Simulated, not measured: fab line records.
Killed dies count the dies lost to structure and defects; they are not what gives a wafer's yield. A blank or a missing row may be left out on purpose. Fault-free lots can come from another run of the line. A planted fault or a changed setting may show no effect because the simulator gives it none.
Matching of chambers || flow berkeleyCmos170 || UCB170_V2_CMP_02 on cmp-02: 4 sister chambers
The step polishes SiO2. 4 wafers are shown with their chamber, then 10 later ones without.

== EACH WAFER AND ITS CHAMBER ==
{"wafer": "L291.4", "chamber": 3, "motorCurrentA (A)": 20.1}
{"wafer": "L299.6", "chamber": 1, "motorCurrentA (A)": 16.8}
{"wafer": "L300.1", "chamber": 2, "motorCurrentA (A)": 16.1}
{"wafer": "L300.3", "chamber": 0, "motorCurrentA (A)": 16.8}

== WAFERS WITHOUT THEIR CHAMBER ==
{"wafer": "L300.4", "motorCurrentA (A)": 20.1}
{"wafer": "L301.1", "motorCurrentA (A)": 20.3}
{"wafer": "L301.3", "motorCurrentA (A)": 17.5}
{"wafer": "L301.5", "motorCurrentA (A)": 19.0}
{"wafer": "L303.2", "motorCurrentA (A)": 16.3}
{"wafer": "L303.5", "motorCurrentA (A)": 16.0}
{"wafer": "L303.6", "motorCurrentA (A)": 20.8}
{"wafer": "L304.3", "motorCurrentA (A)": 16.5}
{"wafer": "L304.5", "motorCurrentA (A)": 17.2}
{"wafer": "L304.6", "motorCurrentA (A)": 15.8}

== WHICH CHAMBER EACH ONE RAN IN ==
{"wafer": "L300.4", "from the rows above": 3, "in truth": 3}
{"wafer": "L301.1", "from the rows above": 3, "in truth": 3}
{"wafer": "L301.3", "from the rows above": "can't be placed: 0 or 1 or 2", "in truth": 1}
{"wafer": "L301.5", "from the rows above": 3, "in truth": 3}
{"wafer": "L303.2", "from the rows above": "can't be placed: 2 or 0 or 1", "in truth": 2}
{"wafer": "L303.5", "from the rows above": "can't be placed: 2 or 0 or 1", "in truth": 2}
{"wafer": "L303.6", "from the rows above": 3, "in truth": 3}
{"wafer": "L304.3", "from the rows above": "can't be placed: 0 or 1 or 2", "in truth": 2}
{"wafer": "L304.5", "from the rows above": "can't be placed: 0 or 1 or 2", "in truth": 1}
{"wafer": "L304.6", "from the rows above": "can't be placed: 2 or 0 or 1", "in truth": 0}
4 of 10 placed correctly. Not placeable from these rows: 6 (in 6, the candidates include the true chamber). 0 placed wrongly.
How it was worked out, from the rows above alone: a wafer's distance from a chamber is the root of the sum, over the readings, of the square of ((its reading less the chamber's mean) divided by the reading's scatter). If the next closest chamber is less than 2 further off than the closest, the wafer can't be placed; otherwise it belongs to the closest. A chamber's mean is the mean of its shown wafers. The scatter: with one shown wafer a chamber, the root of the mean of the squares of how far each hidden wafer lies from its nearest shown one.
